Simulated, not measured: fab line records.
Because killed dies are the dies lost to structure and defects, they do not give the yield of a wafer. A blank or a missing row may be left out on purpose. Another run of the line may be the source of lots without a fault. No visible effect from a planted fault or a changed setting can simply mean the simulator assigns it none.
Matching of chambers | flow berkeley_cmos170 | UCB170_GATE_ETCH_14 on rie_diel-02: 4 sister chambers
The step etches BARC in N2/H2. 4 wafers are shown with their chamber, then 8 later ones without.

## EACH WAFER AND ITS CHAMBER
wafer  | chamber | throttle_valve_pct (%)
L293.3 | 2       | 13.09
L293.4 | 3       | 13.47
L293.5 | 1       | 13.20
L296.2 | 0       | 13.49

## WAFERS WHOSE CHAMBER IS MISSING
wafer  | throttle_valve_pct (%)
L296.4 | 13.46
L296.5 | 13.49
L295.1 | 13.49
L295.2 | 13.46
L295.6 | 13.49
L298.1 | 13.51
L298.2 | 13.22
L298.3 | 13.46

## CHAMBER TAKEN BY EACH
wafer  | from the rows above     | in truth
L296.4 | can't be placed: 3 or 0 | 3
L296.5 | can't be placed: 0 or 3 | 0
L295.1 | can't be placed: 0 or 3 | 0
L295.2 | can't be placed: 3 or 0 | 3
L295.6 | can't be placed: 0 or 3 | 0
L298.1 | can't be placed: 0 or 3 | 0
L298.2 | 1                       | 1
L298.3 | can't be placed: 3 or 0 | 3
Correctly placed: 1 of 8. Not placeable from these rows: 7 (in 7, the candidates include the true chamber). 0 placed wrongly.
How it was worked out, from the rows above alone: a wafer's distance from a chamber is the root of the sum, over the readings, of the square of ((its reading less the chamber's mean) divided by the reading's scatter). If the next closest chamber is less than 2 further off than the closest, the wafer can't be placed; otherwise it belongs to the closest. A chamber's mean is the mean of its shown wafers. The scatter: with one shown wafer a chamber, the root of the mean of the squares of how far each hidden wafer lies from its nearest shown one.
